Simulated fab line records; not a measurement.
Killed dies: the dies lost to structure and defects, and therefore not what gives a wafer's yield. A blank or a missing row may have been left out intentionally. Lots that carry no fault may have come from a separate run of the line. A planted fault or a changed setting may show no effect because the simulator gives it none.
Code-filled problem report in 8D (eight disciplines) form / flow rit_cmos / the parts of the form that need people (team, actions taken, sign-off) are left out

== 1. WHAT IS WRONG ==
Mean NWELL_TW at RIT_NWELL_TW_MEAS_10: 2476 over 6 wafers in 2 lots; fault-free wafers: 2136, standard deviation 13. Relative to the usual mean, that is a shift of +26 standard deviations.
First observed at day 4 05:31: wafer L947.1, on film_metro-01. The record has a number at this step for 42 wafers belonging to 14 lots. The rule behind "out" and "out of limits": a value lying over 4 standard deviations away from the usual mean. Any other wafer with a number is counted as sound.

== 2. WHAT IT IS; WHAT IT IS NOT ==
question=which readings at this step | is=NWELL_TW | is not=-
question=which lots | is=L947, L949 | is not=L936, L937, L938, L939, L940, L941, L942, L946, L951, L952, L954, L958
question=which wafers of those lots | is=all that have a number | is not=-
question=read on which gauges | is=film_metro-01, film_metro-04 | is not=film_metro-03
question=when | is=from day 4 05:31 | is not=up to then (24 sound wafers); but 12 sound wafers of L951, L952, L954, L958 came after

== 3. THE SUSPECTS, EACH WITH WHAT RULES IT OUT ==
Counting: a tool at a process step up to the reading stays a suspect if it ran every lot that is out and no sound lot after the first of them.
- the gauge at RIT_NWELL_TW_MEAS_10 is ruled out. 2 gauges (film_metro-01, film_metro-04) read the wafers that are out.
- plasma_asher-04 at RIT_ACTIVE_STRIP_14 (strips in O2, time 180 s): ruled out as a lasting fault. Following L947 (day 3 22:10), the first lot on it that is out, the sound lots L952 were run on it.
- implanter-03 at RIT_NWELL_IMPLANT_08: kept. Every lot that is out went through it, starting with L947 (day 4 05:12), and after that it ran no sound lot; the last sound lot it ran before then is L946 (day 4 00:22). On those wafers its own readings are out: dose_ions_cm2, faraday_current_uA.
Left after counting: implanter-03 at RIT_NWELL_IMPLANT_08.

== 4. THE CAUSE (what the simulator had put in) ==
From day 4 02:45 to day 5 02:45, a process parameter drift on implanter-03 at RIT_NWELL_IMPLANT_08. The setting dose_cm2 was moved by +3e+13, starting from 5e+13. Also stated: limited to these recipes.
Only this tool survived the counting.

== 5. THE CHAIN OF EFFECTS, in route order ==
One row per reading whose mean, taken over the struck wafers that have a number, lies over 3 standard deviations from the usual. Scope: only readings with a usual standard deviation given in the record; hours: median across lots of the time from each lot's start at the first step in this table that gives one to its start at this step; sigmas: change in usual standard deviations.
hours=0; step=RIT_NWELL_IMPLANT_08; reading=dose_ions_cm2; usual=5e+13; on struck wafers=8e+13; change=+3e+13; sigmas=+99 or more
hours=0; step=RIT_NWELL_IMPLANT_08; reading=faraday_current_uA; usual=159; on struck wafers=256; change=+96; sigmas=+28
hours=0; step=RIT_NWELL_TW_MEAS_10; reading=NWELL_TW; usual=2136; on struck wafers=2476; change=+340; sigmas=+26
hours=8; step=RIT_WELLDRIVE_RS_MEAS_01; reading=NWELL_RS; usual=275.1 ohm/sq; on struck wafers=208.0; change=-67.1; sigmas=-88
Its process steps:
- RIT_NWELL_IMPLANT_08
At these later measuring or inspecting steps, every struck wafer for which the step has a row has a number for every such reading, and none has moved that far: RIT_GATE_CD_MEAS_90.

== 6. HOW IT WOULD HAVE BEEN CAUGHT EARLIER ==
In this record the first reading out of limits at a measuring or inspecting step was taken at day 4 05:31, 3 hours after the fault began at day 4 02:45.
Tool's own readings at RIT_NWELL_IMPLANT_08, dose_ions_cm2, faraday_current_uA: out on all struck wafers the step has rows for; an alarm limit on them would have tripped on the first.
L949, from the lots that are out (2), started RIT_NWELL_IMPLANT_08 on implanter-03 later than day 4 05:31. Holding the tool at that time would have saved it.
